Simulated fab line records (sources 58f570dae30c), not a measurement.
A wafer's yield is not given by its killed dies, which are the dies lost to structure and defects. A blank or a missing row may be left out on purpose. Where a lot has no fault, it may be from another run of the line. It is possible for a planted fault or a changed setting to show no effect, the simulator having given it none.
Chamber matching | flow berkeleyCmos170 | UCB170_V1_CMP_02 on cmp-02 has 4 sister chambers
The step polishes SiO2. 18 wafers are shown with their chamber, then 9 later ones without.

WAFERS WITH THEIR CHAMBER
wafer  | chamber | motorCurrentA (A) | platenRpm (rpm)
L331.1 | 3       | 19.2              | 60.01
L331.2 | 2       | 14.0              | 59.95
L331.3 | 1       | 16.7              | 60.05
L332.2 | 0       | 15.9              | 59.98
L332.5 | 2       | 14.4              | 59.97
L332.6 | 1       | 17.0              | 59.97
L335.3 | 3       | 20.1              | 59.99
L335.4 | 2       | 14.9              | 59.97
L335.6 | 0       | 16.5              | 59.97
L337.2 | 1       | 17.3              | 60.02
L337.3 | 2       | 14.0              | 59.96
L337.6 | 0       | 15.7              | 60.06
L338.1 | 1       | 16.8              | 59.99
L338.2 | 3       | 19.3              | 59.96
L338.4 | 2       | 14.0              | 59.92
L346.2 | 2       | 13.3              | 59.95
L346.4 | 0       | 15.9              | 60.02
L346.5 | 2       | 14.3              | 60.04

SIGNATURES (averages over the wafers above)
reading       | chamber 0 | chamber 1 | chamber 2 | chamber 3 | scatter within a chamber
motorCurrentA | 16.000    | 16.950    | 14.129    | 19.533    | 0.422
platenRpm     | 60.0075   | 60.0075   | 59.9657   | 59.9867   | 0.036
Rule: a wafer's distance from a chamber is the root of the sum, over the readings, of the square of ((its reading less the chamber's mean) divided by the reading's scatter). The wafer belongs to the nearest chamber; if the next one is less than 2 further off, it can't be placed. The scatter: take each reading less its chamber's mean, square it, sum over the shown wafers, divide by the number of wafers less the number of chambers, and take the root.

WAFERS MISSING THEIR CHAMBER
wafer  | motorCurrentA (A) | platenRpm (rpm)
L349.2 | 14.8              | 59.91
L349.4 | 20.3              | 60.04
L349.5 | 18.5              | 60.04
L350.3 | 14.2              | 59.97
L350.4 | 16.2              | 60.04
L350.5 | 17.1              | 60.04
L351.3 | 14.6              | 60.07
L351.4 | 17.7              | 60.00
L351.5 | 19.0              | 60.00

CHAMBER TAKEN BY EACH
wafer  | from the rows above     | in truth
L349.2 | can't be placed: 2 or 0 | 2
L349.4 | 3                       | 3
L349.5 | can't be placed: 3 or 1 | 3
L350.3 | 2                       | 2
L350.4 | can't be placed: 0 or 1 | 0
L350.5 | can't be placed: 1 or 0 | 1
L351.3 | can't be placed: 2 or 0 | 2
L351.4 | 1                       | 1
L351.5 | 3                       | 3
4 of 9 placed correctly. From these rows, 5 cannot be placed; in 5 the true chamber is one of the candidates. Placed wrongly: 0.
